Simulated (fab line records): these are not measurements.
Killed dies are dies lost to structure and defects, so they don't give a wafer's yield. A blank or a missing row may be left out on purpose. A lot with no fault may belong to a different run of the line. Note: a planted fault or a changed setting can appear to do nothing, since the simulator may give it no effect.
A struck lot beside a sound one / flow ritCmos / 43 out of 202 route steps
Sound: wafers L186.2, L186.3, L186.6. Struck: wafer L193.1. (L193.2, L193.4 of the same lot were not struck and are left out.) The cause comes at the end.
Order at every step that has rows: each side's tool, ch and its chambers, its first start. Under that, the readings that differ: sound wafers / struck wafers / difference of the means / sigmas: that difference in standard deviations of wafers without a fault.
alike: a reading whose means differ by less than 2 such deviations, as well as words and numbers matching on both sides. not compared: withheld readings; readings where some wafer has no value; bounds like >300 that might hide an equal value; numbers whose values overlap and for which the record gives no deviation.
A row with sigmas, a row that says differs or no value, or rows on one side alone: a step with any of these is where the two part. Numbers that have no deviation but don't overlap get no sigmas and don't part them. A reading missing from all wafers of one side parts the sides only when that side holds two or more wafers.

first, 1 step without rows for these wafers: RIT_SPACER_CVD_03 (deposits Si3N4 from SiH2Cl2/NH3, target thk 250 nm, time 3300 s).
RIT_SPACER_THK_MEAS_04:
  sound on filmMetro-02, day 3 18:34; struck on filmMetro-03, day 5 02:54
  alike: SPACER_NITRIDE_THK
RIT_SPACER_ETCHBACK_05: etches Si3N4 in SF6/CHF3, stops on SiO2, target depth 250 nm, time 240 s.
  sound on rieDiel-02 ch 1,2,3, day 3 18:37; struck on rieDiel-01 ch 1, day 5 02:58
  alike: CHF3_flow_sccm, SF6_flow_sccm, drypumpMotorCurrentA, oesProductAu, throttleValvePct
  not compared: rfHoursCounterH
then, 6 steps without rows for these wafers: RIT_NSD_HMDS_00 (prime time 60 s); RIT_NSD_COAT_01 (resist thk 1000 nm); RIT_NSD_SOFTBAKE_02 (time 60 s); RIT_NSD_EXPOSE_03 (exposes mask M9, target cd 40700 nm); RIT_NSD_PEB_04; RIT_NSD_DEVELOP_05 (develop time 50 s).
RIT_NSD_OVL_MEAS_06:
  sound on overlay-02, day 3 19:44; struck on overlay-01, day 5 04:05
  alike: NSD_OVL
then, 2 steps without rows for these wafers: RIT_NSD_HARDBAKE_07 (time 60 s); RIT_NSD_IMPLANT_08.
RIT_NSD_STRIP_09: strips in O2, time 180 s.
  sound on plasmaAsher-04 ch 0,1, day 3 20:04; struck on plasmaAsher-04 ch 1, day 5 04:25
  alike: drypumpMotorCurrentA
  not compared: rfHoursCounterH
RIT_NSD_TW_MEAS_10:
  sound on filmMetro-04, day 3 20:16; struck on filmMetro-03, day 5 04:35
  alike: NSD_TW
then, 6 steps without rows for these wafers: RIT_PSD_HMDS_00 (prime time 60 s); RIT_PSD_COAT_01 (resist thk 1000 nm); RIT_PSD_SOFTBAKE_02 (time 60 s); RIT_PSD_EXPOSE_03 (exposes mask M10, target cd 40900 nm); RIT_PSD_PEB_04; RIT_PSD_DEVELOP_05 (develop time 50 s).
RIT_PSD_OVL_MEAS_06:
  sound on overlay-02, day 3 21:10; struck on overlay-02, day 5 05:46
  alike: PSD_OVL
then, 3 steps without rows for these wafers: RIT_PSD_HARDBAKE_07 (time 60 s); RIT_PSD_IMPLANT_08; RIT_PSD_STRIP_09 (strips in O2, time 180 s).
RIT_PSD_TW_MEAS_10:
  sound on filmMetro-02, day 3 21:41; struck on filmMetro-03, day 5 06:16
  alike: PSD_TW
then, 4 steps without rows for these wafers: RIT_SDANNEAL_CLEAN_00 (cleans in SC1, time 600 s); RIT_SDANNEAL_CLEAN_01 (cleans in dHF, time 30 s); RIT_SDANNEAL_CLEAN_02 (cleans in SC2, time 600 s); RIT_SDANNEAL_RTA_03 (time 5 s).
RIT_SDANNEAL_RS_MEAS_04: the measuring method here is four-point-probe.
  sound on filmMetro-02, day 3 22:10; struck on filmMetro-04, day 5 06:46
  alike: PSD_RS
RIT_SDANNEAL_RS_MEAS_05: the measuring method here is four-point-probe.
  sound on filmMetro-02, day 3 22:17; struck on filmMetro-04, day 5 06:53
  alike: NSD_RS
RIT_SDANNEAL_RS_MEAS_06: the measuring method here is four-point-probe.
  sound on filmMetro-02, day 3 22:25; struck on filmMetro-04, day 5 07:00
  alike: PLDD_RS
RIT_SDANNEAL_RS_MEAS_07: the measuring method here is four-point-probe.
  sound on filmMetro-02, day 3 22:32; struck on filmMetro-04, day 5 07:07
  alike: NLDD_RS
then, 1 step without rows for these wafers: RIT_SILICIDE_WET_ETCH_00 (etches SiO2 in BOE, target depth 14 nm, time 15 s).
RIT_SILICIDE_SPUTTER_01: material Ti, target thk 30 nm, time 240 s.
  sound on pvdSputter-04, day 3 22:39; struck on pvdSputter-04, day 5 07:15
  alike: throttleValvePct
RIT_SILICIDE_RS_MEAS_02: the measuring method here is four-point-probe.
  sound on filmMetro-01, day 3 22:49; struck on filmMetro-01, day 5 07:24
  alike: SILICIDE_TI_RS
RIT_SILICIDE_THK_MEAS_03: measures by xrf.
  sound on filmMetro-01, day 3 22:56; struck on filmMetro-01, day 5 07:31
  alike: SILICIDE_TI_THK
RIT_SILICIDE_RTA_04: time 10 s, ramp up 5 s, ramp down 5 s.
  sound on rtpAnneal-02 ch 0, day 3 23:00; struck on rtpAnneal-01 ch 0, day 5 07:35
  alike: wafer_temp_C_max
then, 1 step without rows for these wafers: RIT_SILICIDE_WET_ETCH_05 (etches Ti in SPM, time 120 s).
RIT_SILICIDE_RTA_06: time 10 s, ramp up 5 s, ramp down 10 s.
  sound on rtpAnneal-01 ch 0, day 3 23:10; struck on rtpAnneal-02 ch 0, day 5 07:41
reading=wafer_temp_C_max; sound=755.9 753.8 754.6; struck=752.5; difference=-2.3; sigmas=-2
RIT_CONTACT_CVD_00: deposits SiO2 from TEOS, target thk 400 nm, time 61 s.
  sound on pecvd-02 ch 0,1, day 3 23:13; struck on pecvd-03 ch 0, day 5 07:46
  alike: heaterPowerW
RIT_CONTACT_THK_MEAS_01:
  sound on filmMetro-04, day 3 23:17; struck on filmMetro-01, day 5 07:49
  alike: CONTACT_TEOS_THK
RIT_M1_PROBE_99:
  the record has rows for the struck wafers here (prober-02, day 5 14:10) and none for the sound ones

== WHERE THEY PART ==
Earliest at RIT_SILICIDE_RTA_06; latest, in this record, at RIT_M1_PROBE_99.

WHY: whatever the simulator had introduced
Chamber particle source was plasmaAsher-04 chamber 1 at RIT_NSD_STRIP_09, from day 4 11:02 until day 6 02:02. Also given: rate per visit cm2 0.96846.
